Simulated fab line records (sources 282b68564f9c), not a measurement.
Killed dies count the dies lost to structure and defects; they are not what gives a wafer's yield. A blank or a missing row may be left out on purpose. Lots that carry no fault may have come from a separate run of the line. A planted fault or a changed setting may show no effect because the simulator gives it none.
fab line records :: flow rit_cmos
record:
  lots: 13
  wafers: 39
  last_day: 7
route steps=202 shown CONTACT@168 M1@202
lots that met no fault: from a run of the same line without faults
start_h: hours from the record's opening day to when the first of the lot's shown wafers began :: wait_h: time in hours since the lot's previous step :: " repeats the value in the row above :: L1.1+2: several wafers, shown together as one row :: - value missing, or start not given :: * or withheld: withheld :: < > ~ a bound
route shown NAME@n: NAME is a module with steps in the file, n the number in the route of the first one :: usual: mean/standard deviation taken from wafers without a fault :: same: alike in all rows :: chamber/n: place in a boat :: sites: readings site by site :: _std_site: standard deviation of those values :: _edge_site: mean of outer sites minus mean of inner sites :: radius_mm: for every site, how far away it sits from the centre of the wafer :: mask NAME#n: copy n :: behind: tool/chamber where the wafer was last shaped :: hold: cause of the lot's hold/its duration in hours/its outcome :: device: names the non-switching transistor (n, p or np) :: end of line: the tests these same wafers got at the end of their route :: for a step that has no rows: nothing shown but its recipe :: killed: dies that structure and defects cost at the first sort, which is not the same as the wafer's yield :: map: a wafer's dies, x killed, . not, _ none there
set.NAME: the setting the step ran with; set.NAME@STEP: the setting that earlier step ran with :: model.NAME: the simulator's own value behind a step, which no gauge read
one table for each step of the route and one row for each wafer, over a sample of lots
services: from which hour (start_h, from the record's first day; less than 0 if before it) a tool's chamber was out of use, for how many hours, and why
== steps ==
step: RIT_CONTACT_CVD_00
recipe:
  material: SiO2
  target_thk_nm: 400
  precursor: TEOS
  temp_c: 390
  time_s: 61
  rf_w: 400
usual:
  heater_power_w: 314/47
  rf_fwd_power_W: 396.1/1.8
lot.wafer: L820.4
tool: pecvd-02
chamber: 1
start_h: 51.09
wait_h: 0.0
heater_power_w: 332
rf_fwd_power_W: 399.7

lot.wafer: L820.5
tool: pecvd-02
chamber: 0
start_h: 51.09
wait_h: 0.0
heater_power_w: 322
rf_fwd_power_W: 397.1

lot.wafer: L820.6
tool: pecvd-02
chamber: 2
start_h: 51.09
wait_h: 0.0
heater_power_w: 365
rf_fwd_power_W: 398.4

lot.wafer: L821.2
tool: pecvd-01
chamber: 1
start_h: 54.44
wait_h: 0.0
heater_power_w: 374
rf_fwd_power_W: 396.5

lot.wafer: L821.3
tool: pecvd-01
chamber: 2
start_h: 54.44
wait_h: 0.0
heater_power_w: 255
rf_fwd_power_W: 399.1

lot.wafer: L821.5
tool: pecvd-01
chamber: 1
start_h: 54.44
wait_h: 0.0
heater_power_w: 378
rf_fwd_power_W: 395.5

lot.wafer: L822.1
tool: pecvd-04
chamber: 1
start_h: 61.66
wait_h: 0.1
heater_power_w: 325
rf_fwd_power_W: 393.7

lot.wafer: L822.3
tool: pecvd-04
chamber: 0
start_h: 61.66
wait_h: 0.1
heater_power_w: 307
rf_fwd_power_W: 396.4

lot.wafer: L822.5
tool: pecvd-04
chamber: 0
start_h: 61.66
wait_h: 0.1
heater_power_w: 234
rf_fwd_power_W: 397.4

lot.wafer: L823.1
tool: pecvd-02
chamber: 2
start_h: 64.98
wait_h: 0.1
heater_power_w: 377
rf_fwd_power_W: 397.5

lot.wafer: L823.2
tool: pecvd-02
chamber: 0
start_h: 64.98
wait_h: 0.1
heater_power_w: 365
rf_fwd_power_W: 397.7

lot.wafer: L823.6
tool: pecvd-02
chamber: 0
start_h: 64.98
wait_h: 0.1
heater_power_w: 371
rf_fwd_power_W: 395.5

lot.wafer: L824.2
tool: pecvd-01
chamber: 0
start_h: 70.58
wait_h: 0.0
heater_power_w: 361
rf_fwd_power_W: 395.8

lot.wafer: L824.5
tool: pecvd-01
chamber: 0
start_h: 70.58
wait_h: 0.0
heater_power_w: 270
rf_fwd_power_W: 395.0

lot.wafer: L824.6
tool: pecvd-01
chamber: 2
start_h: 70.58
wait_h: 0.0
heater_power_w: 259
rf_fwd_power_W: 398.9

lot.wafer: L825.1
tool: pecvd-04
chamber: 0
start_h: 75.20
wait_h: 0.1
heater_power_w: 306
rf_fwd_power_W: 397.5

lot.wafer: L825.4
tool: pecvd-04
chamber: 2
start_h: 75.20
wait_h: 0.1
heater_power_w: 241
rf_fwd_power_W: 395.3

lot.wafer: L825.6
tool: pecvd-04
chamber: 0
start_h: 75.20
wait_h: 0.1
heater_power_w: 225
rf_fwd_power_W: 396.8

lot.wafer: L831.1
tool: pecvd-04
chamber: 2
start_h: 109.63
wait_h: 0.1
heater_power_w: 278
rf_fwd_power_W: 395.7

lot.wafer: L831.2
tool: pecvd-04
chamber: 1
start_h: 109.63
wait_h: 0.1
heater_power_w: 354
rf_fwd_power_W: 393.9

lot.wafer: L831.6
tool: pecvd-04
chamber: 0
start_h: 109.63
wait_h: 0.1
heater_power_w: 260
rf_fwd_power_W: 397.2

lot.wafer: L834.1
tool: pecvd-04
chamber: 1
start_h: 129.46
wait_h: 0.1
heater_power_w: 333
rf_fwd_power_W: 395.5

lot.wafer: L834.3
tool: pecvd-04
chamber: 2
start_h: 129.46
wait_h: 0.1
heater_power_w: 239
rf_fwd_power_W: 394.5

lot.wafer: L834.4
tool: pecvd-04
chamber: 2
start_h: 129.46
wait_h: 0.1
heater_power_w: 257
rf_fwd_power_W: 396.9

lot.wafer: L836.1
tool: pecvd-01
chamber: 2
start_h: 141.83
wait_h: 0.1
heater_power_w: 276
rf_fwd_power_W: 397.6

lot.wafer: L836.2
tool: pecvd-01
chamber: 0
start_h: 141.83
wait_h: 0.1
heater_power_w: 329
rf_fwd_power_W: 394.6

lot.wafer: L836.6
tool: pecvd-01
chamber: 0
start_h: 141.83
wait_h: 0.1
heater_power_w: 334
rf_fwd_power_W: 394.2

lot.wafer: L838.1
tool: pecvd-02
chamber: 2
start_h: 148.66
wait_h: 0.1
heater_power_w: 293
rf_fwd_power_W: 398.8

lot.wafer: L838.4
tool: pecvd-02
chamber: 2
start_h: 148.66
wait_h: 0.1
heater_power_w: 313
rf_fwd_power_W: 397.7

lot.wafer: L838.5
tool: pecvd-02
chamber: 1
start_h: 148.66
wait_h: 0.1
heater_power_w: 317
rf_fwd_power_W: 398.6

lot.wafer: L839.3
tool: pecvd-01
chamber: 2
start_h: 154.61
wait_h: 0.0
heater_power_w: 278
rf_fwd_power_W: 394.7

lot.wafer: L839.5
tool: pecvd-01
chamber: 1
start_h: 154.61
wait_h: 0.0
heater_power_w: 303
rf_fwd_power_W: 396.1

lot.wafer: L839.6
tool: pecvd-01
chamber: 2
start_h: 154.61
wait_h: 0.0
heater_power_w: 286
rf_fwd_power_W: 394.9

lot.wafer: L841.1
tool: pecvd-02
chamber: 0
start_h: 161.89
wait_h: 0.1
heater_power_w: 348
rf_fwd_power_W: 397.6

lot.wafer: L841.3
tool: pecvd-02
chamber: 1
start_h: 161.89
wait_h: 0.1
heater_power_w: 266
rf_fwd_power_W: 398.3

lot.wafer: L841.4
tool: pecvd-02
chamber: 1
start_h: 161.89
wait_h: 0.1
heater_power_w: 286
rf_fwd_power_W: 396.4

lot.wafer: L842.3
tool: pecvd-01
chamber: 0
start_h: 165.40
wait_h: 0.0
heater_power_w: 302
rf_fwd_power_W: 392.8

lot.wafer: L842.4
tool: pecvd-01
chamber: 2
start_h: 165.40
wait_h: 0.0
heater_power_w: 286
rf_fwd_power_W: 396.5

lot.wafer: L842.6
tool: pecvd-01
chamber: 0
start_h: 165.40
wait_h: 0.0
heater_power_w: 325
rf_fwd_power_W: 394.0
step: RIT_M1_PROBE_99
usual:
  killed_at_M0_to_M3: 0.0/0.12
  killed_at_contacts: 0.1/0.24
  killed_at_front_end: 6.6/2.7
  killed_dies: 6.6/2.7
  killed_open: 3.3/1.8
  killed_short: 3.4/1.9
same:
  gross_dies: 264
  killed_at_M4_up: 0
  killed_at_back_side: 0
  killed_at_other: 0
lot.wafer: L831.1
tool: prober-02
chamber: -
start_h: 116.98
wait_h: 0.1
killed_at_M0_to_M3: 0
killed_at_contacts: 33
killed_at_front_end: 6
killed_dies: 39
killed_open: 3
killed_short: 3

lot.wafer: L831.2
tool: prober-02
chamber: -
start_h: 117.03
wait_h: 0.1
killed_at_M0_to_M3: 0
killed_at_contacts: 0
killed_at_front_end: 6
killed_dies: 6
killed_open: 4
killed_short: 2

lot.wafer: L831.6
tool: prober-02
chamber: -
start_h: 117.23
wait_h: 0.2
killed_at_M0_to_M3: 0
killed_at_contacts: 0
killed_at_front_end: 9
killed_dies: 9
killed_open: 3
killed_short: 6

lot.wafer: L834.1
tool: prober-01
chamber: -
start_h: 136.37
wait_h: 0.1
killed_at_M0_to_M3: 0
killed_at_contacts: 0
killed_at_front_end: 4
killed_dies: 4
killed_open: 2
killed_short: 2

lot.wafer: L834.3
tool: prober-01
chamber: -
start_h: 136.47
wait_h: 0.2
killed_at_M0_to_M3: 0
killed_at_contacts: 35
killed_at_front_end: 9
killed_dies: 44
killed_open: 4
killed_short: 5

lot.wafer: L834.4
tool: prober-01
chamber: -
start_h: 136.52
wait_h: 0.2
killed_at_M0_to_M3: 0
killed_at_contacts: 40
killed_at_front_end: 8
killed_dies: 48
killed_open: 4
killed_short: 4
killed by level:class
L831.1 CONTACT:unspecified=33 GATE:geometric_particle:open=2 FOX1:geometric_particle:short=1 FOX2:geometric_particle:short=1 SILICIDE:geometric_particle:open=1 SILICIDE:geometric_particle:short=1
L831.2 GATE:geometric_particle:open=3 FOX1:geometric_particle:short=1 GATE:geometric_particle:short=1 SPACER:geometric_particle:open=1
L831.6 GATE:geometric_particle:short=3 SILICIDE:geometric_particle:short=2 FOX2:geometric_particle:short=1 GATE:geometric_particle:open=1 SPACER:geometric_particle:open=1 SILICIDE:geometric_particle:open=1
L834.1 FOX1:geometric_particle:open=1 REOX:geometric_particle:short=1 SPACER:geometric_particle:short=1 SPACER:geometric_particle:open=1
L834.3 CONTACT:unspecified=35 GATE:geometric_particle:short=4 GATE:geometric_particle:open=3 SPACER:geometric_particle:open=1 SPACER:geometric_particle:short=1
L834.4 CONTACT:unspecified=40 SPACER:geometric_particle:open=4 FOX1:geometric_particle:short=2 GATE:geometric_particle:short=1 SILICIDE:geometric_particle:short=1
== services ==
tool: pecvd-02
chamber: 2
start_h: 32.84
hours: 10.4
kind: repair

tool: pecvd-04
chamber: -
start_h: 126.54
hours: 2.8
kind: pm
== key ==
first_sign:
  step: RIT_M1_PROBE_99
  reading: killed_at_contacts
  direction: up
  sigmas: 36
  usual: 0.1
  struck: 36
effect:
  step: RIT_M1_PROBE_99
  reading: killed_dies
  direction: up
  sigmas: 14
  usual: 6.6
  struck: 43.7
met_at RIT_CONTACT_CVD_00
struck_lots L831,L834
struck_wafers L831.1,L834.3,L834.4
tester_left_out L831,L834
onset_between 75.20 109.63
fault:
  kind: chamber_particle_source
  tool: pecvd-04
  chamber: 2
  onset_h: 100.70
  steps: RIT_CONTACT_CVD_00
  rate_per_visit_cm2: 1.4843
  end_h: 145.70
tester_left_out: of these lots the tester's yield and bins aren't shown, on N5 and GAA mostly nor the transistor test; their killed dies are dies lost to structure and defects alone, not to doping, threshold or leakage, so they don't give the yield
